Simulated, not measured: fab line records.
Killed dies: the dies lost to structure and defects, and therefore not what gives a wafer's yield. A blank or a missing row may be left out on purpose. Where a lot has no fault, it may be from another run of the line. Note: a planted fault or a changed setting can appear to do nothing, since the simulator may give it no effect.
Code-filled problem report in 8D (eight disciplines) form	flow berkeley_cmos170	the parts of the form that need people (team, actions taken, sign-off) are left out

## 1. THE PROBLEM
prime_temp_c at UCB170_NWELL_HMDS_06 reads a mean of 99.23 C on 9 wafers of 3 lots; wafers without a fault read 100.01 C with a standard deviation of 0.12. Relative to the usual mean, that is a shift of -6.5 standard deviations.
The step: prime time 60 s.
First seen on wafer L657.4, day 5 13:12, on litho_track-04. At this step, 45 wafers from 15 lots have a number in the record. By rule, "out" or "out of limits" means more than 4 standard deviations away from the usual mean. Any other wafer with a number is counted as sound.

## 2. WHAT THIS IS AND IS NOT
question	is	is not
which readings at this step	prime_temp_c	chill_plate_temp_C
which lots	L657, L660, L661	L642, L644, L645, L646, L647, L648, L650, L651, L652, L653, L663, L664
which wafers of those lots	all that have a number	-
read on which tools	litho_track-04	litho_track-01, litho_track-03
when	from day 5 13:12	up to then (30 sound wafers); but 6 sound wafers of L663, L664 came after

## 3. THE SUSPECTS, EACH WITH WHAT RULES IT OUT
Counting: any tool at a process step up to the reading is kept as a suspect provided that every lot that is out went through it and no sound lot did after the first of them.
- litho_track-04 at UCB170_NWELL_HMDS_06 (prime time 60 s): kept. Every lot that is out went through it, starting with L657 (day 5 13:12), and after that it ran no sound lot; the last sound lot it ran before then is L653 (day 4 15:53). Out on those wafers are its own readings of prime_temp_c.
Remaining after the count: litho_track-04 at UCB170_NWELL_HMDS_06.

## 4. THE CAUSE (what the simulator had put in)
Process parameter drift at UCB170_NWELL_HMDS_06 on litho_track-04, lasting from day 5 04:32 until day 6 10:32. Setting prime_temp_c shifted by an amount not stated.
Only this tool survived the counting.

## 5. THE EFFECT CHAIN, in route order
Each row: a reading whose mean over the struck wafers that have a number lies more than 3 standard deviations from the usual. Only readings for which the record gives a usual standard deviation are gone through. hours: the time from each lot's start at the first step in this table that gives one to its start at this step, as a median over the lots. sigmas: the change in usual standard deviations.
hours	step	reading	usual	on struck wafers	change	sigmas
0	UCB170_NWELL_HMDS_06	prime_temp_c	100.01 C	99.23	-0.78	-6.5
Its process steps:
- UCB170_NWELL_HMDS_06: prime time 60 s.
Later steps that measure or inspect, where all struck wafers having a row at the step show a number for every such reading and not one has moved that far: UCB170_WELLDRIVE_THK_MEAS_02, UCB170_FIELD_THK_MEAS_90, UCB170_PVT_TW_MEAS_09.

## 6. HOW IT WOULD HAVE BEEN CAUGHT EARLIER
In this record no reading fell out of limits until day 5 13:12, 9 hours after the fault had begun at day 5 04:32.
